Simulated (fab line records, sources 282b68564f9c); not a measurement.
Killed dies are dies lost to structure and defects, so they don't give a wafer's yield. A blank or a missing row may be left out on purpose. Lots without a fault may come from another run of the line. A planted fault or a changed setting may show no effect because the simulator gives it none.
Split-lot experiment | flow rit_cmos | 5 lots, 23 wafers read, on a route of 202 steps

THE SPLIT
At RIT_NSD_COAT_01 (resist thk 1000 nm), the setting resist_thk_nm was moved away from the recipe's 1000 nm on 8 of the 23 wafers read, by -4.1% to +5.2%. The other wafers ran this setting at the recipe's value.

The file shows no step between the split and the reading.

THE READING
NOVOLAK_of_NSD_COAT_01.thk_nm (the simulator's own value, which no gauge read), in nm, at RIT_NSD_HARDBAKE_07 (time 60 s). The file gives no usual value for it. The 15 wafers here that ran the recipe average 885.0 nm, standard deviation 2.3 nm.

wafer  | tool, chamber at the split | resist_thk_nm as run, nm | against the recipe | NOVOLAK_of_NSD_COAT_01.thk_nm, nm | against lot-mates on the recipe
L077.2 | litho_track-02, 0          | 958.6                    | -4.1%              | 849                               | -35.6
L077.3 | litho_track-02, 0          | 1000                     | recipe             | 885                               | -
L077.4 | litho_track-02, 0          | 1000                     | recipe             | 884.3                             | -
L077.5 | litho_track-02, 0          | 958.6                    | -4.1%              | 845.4                             | -39.2
L077.6 | litho_track-02, 0          | 958.6                    | -4.1%              | 850.8                             | -33.9
L078.1 | litho_track-04, 0          | 1000                     | recipe             | 884.6                             | -
L078.3 | litho_track-04, 0          | 1000                     | recipe             | 882                               | -
L078.4 | litho_track-04, 0          | 1000                     | recipe             | 881.4                             | -
L078.5 | litho_track-04, 0          | 1000                     | recipe             | 884.1                             | -
L078.6 | litho_track-04, 0          | 1000                     | recipe             | 883.1                             | -
L080.2 | litho_track-03, 0          | 1000                     | recipe             | 887.3                             | -
L080.3 | litho_track-03, 0          | 1000                     | recipe             | 886.9                             | -
L080.4 | litho_track-03, 0          | 1000                     | recipe             | 889.4                             | -
L080.5 | litho_track-03, 0          | 961.7                    | -3.8%              | 857.1                             | -30.8
L080.6 | litho_track-03, 0          | 961.7                    | -3.8%              | 854.3                             | -33.6
L081.1 | litho_track-02, 0          | 1052                     | +5.2%              | 926.9                             | +43.9
L081.2 | litho_track-02, 0          | 1000                     | recipe             | 884.2                             | -
L081.3 | litho_track-02, 0          | 1000                     | recipe             | 881.8                             | -
L081.4 | litho_track-02, 0          | 1052                     | +5.2%              | 927                               | +44.0
L081.6 | litho_track-02, 0          | 1052                     | +5.2%              | 928.5                             | +45.5
L083.4 | litho_track-02, 0          | 1000                     | recipe             | 887.1                             | -
L083.5 | litho_track-02, 0          | 1000                     | recipe             | 887.7                             | -
L083.6 | litho_track-02, 0          | 1000                     | recipe             | 886.8                             | -

THE FIT
A straight line over all 23 wafers: NOVOLAK_of_NSD_COAT_01.thk_nm changes by +8.28 nm for each +1% of resist_thk_nm; r = +0.99; the points scatter about the line by 2.5 nm.
The same after taking each lot's own level away (the mean of its wafers on the recipe; 23 wafers): +8.59 nm for each +1%; r = +1.00; scatter 1.3 nm.
On that fit, the largest move of resist_thk_nm shifts the reading by 45 nm.
The lots' own levels span 883.00 to 887.87 nm, that is 2.1 times the standard deviation above.
So the lot-to-lot level changes the slope little: the two slopes agree.
Check: with one of the wafers moved furthest among these (+5.2%) left out of the fit, the line predicts +44.8 nm for it against its lot-mates. It came out at +43.9 nm against them.

OTHER SPLITS ON THESE WAFERS
These wafers also went through other splits before the reading. Each is held against what the fit with the lots' levels taken away leaves over:
other split on the same wafers | wafers away from the commonest value | r with NOVOLAK_of_NSD_COAT_01.thk_nm (lot level and that fit taken away)
RIT_GATE_COAT_11 spin_rpm      | 5                                    | +0.06
RIT_GATE_ETCH_19 time_s        | 9                                    | -0.11
RIT_NLDD_COAT_01 spin_rpm      | 7                                    | +0.13
RIT_NLDD_IMPLANT_08 energy_kev | 8                                    | +0.16

THE WHOLE CHAIN: every reading that the file lists as answering this split, in the file's order
step                | what it does       | reading                                                                        | change (the file's fit)              | r (the file's)
RIT_NSD_COAT_01     | resist thk 1000 nm | NOVOLAK_of_NSD_COAT_01.thk_nm (the simulator's own value, which no gauge read) | +9.78 nm for each +1% of the setting | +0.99
RIT_NSD_HARDBAKE_07 | time 60 s          | NOVOLAK_of_NSD_COAT_01.thk_nm (the simulator's own value, which no gauge read) | +8.57 nm for each +1% of the setting | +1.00

THE FILE'S OWN FIT
NOVOLAK_of_NSD_COAT_01.thk_nm changes by +8.57 nm for each +1% of resist_thk_nm, r = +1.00.
